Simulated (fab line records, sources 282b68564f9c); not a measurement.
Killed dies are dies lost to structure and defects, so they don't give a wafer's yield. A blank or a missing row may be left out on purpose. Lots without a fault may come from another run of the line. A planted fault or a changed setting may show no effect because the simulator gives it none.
Which tool did it? | flow rit_cmos | 7 lots, 21 wafers sampled, at 3 steps of a route of 202

WHAT THE GAUGES READ, wafer by wafer
RIT_PWELL_OVL_MEAS_06.
lot  | measured    | on         | PWELL_OVL (nm)
L475 | day 2 08:52 | overlay-02 | 0.5 -1.7 -2.4
L479 | day 3 11:37 | overlay-01 | 0.6 1.4 0.7
L484 | day 4 06:11 | overlay-02 | -2.3 -1.4 0.1
L486 | day 4 17:31 | overlay-01 | -0.2 0.3 2.1
L491 | day 5 18:23 | overlay-01 | 240.9 238.3 239.6
L494 | day 6 07:37 | overlay-01 | 239.8 239.3 239.9
L496 | day 6 16:46 | overlay-01 | 0.0 1.4 0.8

WHICH TOOL RAN EACH LOT (tool, then ch and the chambers of the sampled wafers, then the start)
lot  | RIT_NWELL_SOFTBAKE_02            | RIT_PWELL_EXPOSE_03
L475 | litho_track-02 ch 0, day 2 06:44 | iline_stepper-01 ch 0, day 2 08:26
L479 | litho_track-04 ch 0, day 3 09:20 | iline_stepper-02 ch 0, day 3 11:13
L484 | litho_track-02 ch 0, day 4 03:49 | iline_stepper-02 ch 0, day 4 05:46
L486 | litho_track-02 ch 0, day 4 15:14 | iline_stepper-01 ch 0, day 4 17:02
L491 | litho_track-01 ch 0, day 5 16:16 | iline_stepper-02 ch 0, day 5 17:58
L494 | litho_track-04 ch 0, day 6 05:25 | iline_stepper-02 ch 0, day 6 07:14
L496 | litho_track-04 ch 0, day 6 14:39 | iline_stepper-01 ch 0, day 6 16:20
- RIT_NWELL_SOFTBAKE_02: time 62.78 s.
- RIT_PWELL_EXPOSE_03: exposes mask M3, target cd 43700 nm.

THE ANSWER, worked out from the rows above alone
Rule: what is usual is taken from the lots themselves. Put in order of their means at a reading, lots are off if they are a third of the lots or fewer, leave a main group of 4 or more, and stand apart from it by a gap of 3 or more times the standard deviation of the main group's means; of several such gaps the widest counts. A main group whose means are all the same, to the digits that the tables above print for the reading, isn't used. A lot without any number at a reading at which 4 lots or more have one is off too. The other lots that the step has rows for count as sound.
Off: L491, L494, at RIT_PWELL_OVL_MEAS_06 (PWELL_OVL). The main group: mean -0.0 nm, standard deviation 0.98.
A tool fits if, at a process step before that reading, it ran every lot that is off, and no sound lot after the first of them. The gauges at RIT_PWELL_OVL_MEAS_06 are tried like those tools. One fits: iline_stepper-02 at RIT_PWELL_EXPOSE_03. Its last sound lot is L484 (day 4 05:46), its first lot that is off L491 (day 5 17:58): a fault that began between those two fits.

WHAT THE SIMULATOR HAD PUT IN
Scanner matching overlay: iline_stepper-02, from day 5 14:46 on, at RIT_PWELL_EXPOSE_03. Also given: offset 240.
Lots struck among those shown: L491, L494. The rule above found the same.
